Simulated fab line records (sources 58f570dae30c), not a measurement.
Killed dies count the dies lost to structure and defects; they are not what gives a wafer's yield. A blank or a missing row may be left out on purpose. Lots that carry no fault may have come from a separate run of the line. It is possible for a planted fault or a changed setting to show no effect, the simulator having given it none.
2 desks looking at one fault + flow berkeley-cmos170 + numbers are kept per desk, each desk with only its own; the story behind them comes last

METROLOGY DESK
Means of the sampled wafers that have a number, per lot and without regard to the tool the lot ran on: this is what the gauges read. Marked OUT: a lot whose mean sits more than 4 standard deviations from the usual mean, which makes it out of limits; the brackets give that distance.
Columns: A = FIELD_OXIDE_THK at UCB170_FIELD_THK_MEAS_02, usual 553 nm; B = PVT_TW at UCB170_PVT_TW_MEAS_09, usual 512; C = cd-nm at UCB170_GATE_CD_MEAS_12, usual 349.8 nm
| lot  | first seen here | A   | B             | C     |
|------|-----------------|-----|---------------|-------|
| L819 | day 6 04:48     | 552 | 515           | 349.9 |
| L821 | day 6 14:52     | 538 | 511           | 352.2 |
| L820 | day 6 14:55     | 551 | 508           | 350.1 |
| L822 | day 7 00:17     | 566 | 514           | 347.3 |
| L824 | day 7 12:41     | 552 | 467 (-14) OUT | 351.2 |
| L826 | day 7 12:41     | 551 | 461 (-15) OUT | 349.1 |
| L831 | day 8 11:03     | 553 | 516           | 349.6 |
| L833 | day 8 11:04     | 542 | 516           | 349.1 |
| L832 | day 8 11:06     | 559 | 516           | 350.4 |
| L836 | day 9 04:56     | 546 | 506           | 350.2 |
| L838 | day 9 15:16     | 563 | 514           | 350.6 |
| L840 | day 10 00:25    | 550 | 512           | 351.2 |
| L841 | day 10 10:41    | 554 | 511           | 349.9 |
| L842 | day 10 15:28    | 551 | 508           | 349.1 |
Finding of this desk: L824, L826 out of limits, first seen on L824 at day 8 23:40 (PVT_TW at UCB170_PVT_TW_MEAS_09). L819, L821, L820, L822, L831, L833, L832, L836, L838, L840, L841, L842: within limits.

FOR THE TOOL OWNER'S DESK: implanter-04
The tool's own readings at UCB170_PVT_IMPLANT_07: means of the sampled wafers that have a number, for each lot that ran on this tool. Marked OUT: a lot whose mean sits more than 4 standard deviations from the usual mean, which makes it out of limits; the brackets give that distance.
Columns: A = beam-energy-keV at UCB170_PVT_IMPLANT_07, usual 30.000; B = dose-ions-cm2 at UCB170_PVT_IMPLANT_07, usual 2.0332e+12
| lot  | first seen here | A                        | B          |
|------|-----------------|--------------------------|------------|
| L819 | day 7 13:47     | 29.997                   | 2.0324e+12 |
| L820 | day 7 20:43     | 29.992                   | 2.0360e+12 |
| L824 | day 8 23:27     | 21.001 (-99 or more) OUT | 2.0320e+12 |
| L826 | day 9 01:11     | 20.989 (-99 or more) OUT | 2.0341e+12 |
| L842 | day 11 23:09    | 29.998                   | 2.0341e+12 |
| L841 | day 12 00:47    | 30.000                   | 2.0342e+12 |
This desk finds L824, L826 out of limits, L824 being first, at day 8 23:27 (beam-energy-keV at UCB170_PVT_IMPLANT_07). L819, L820, L842, L841: within limits.

TAKEN TOGETHER
The tool owner's desk had the chance to raise an alarm at day 8 23:27 on L824, L826.
At day 8 23:40 the metrology desk could have sounded an alarm, on L824, L826.
Every lot named ran UCB170_PVT_IMPLANT_07 on implanter-04.

WHAT WAS PUT IN BY THE SIMULATOR
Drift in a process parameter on implanter-04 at UCB170_PVT_IMPLANT_07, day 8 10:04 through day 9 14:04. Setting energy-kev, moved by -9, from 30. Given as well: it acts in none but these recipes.
Lots struck among those shown: L824, L826.
Fault start to first reading out of limits, in hours, per desk: tool owner, 13; metrology, 14.
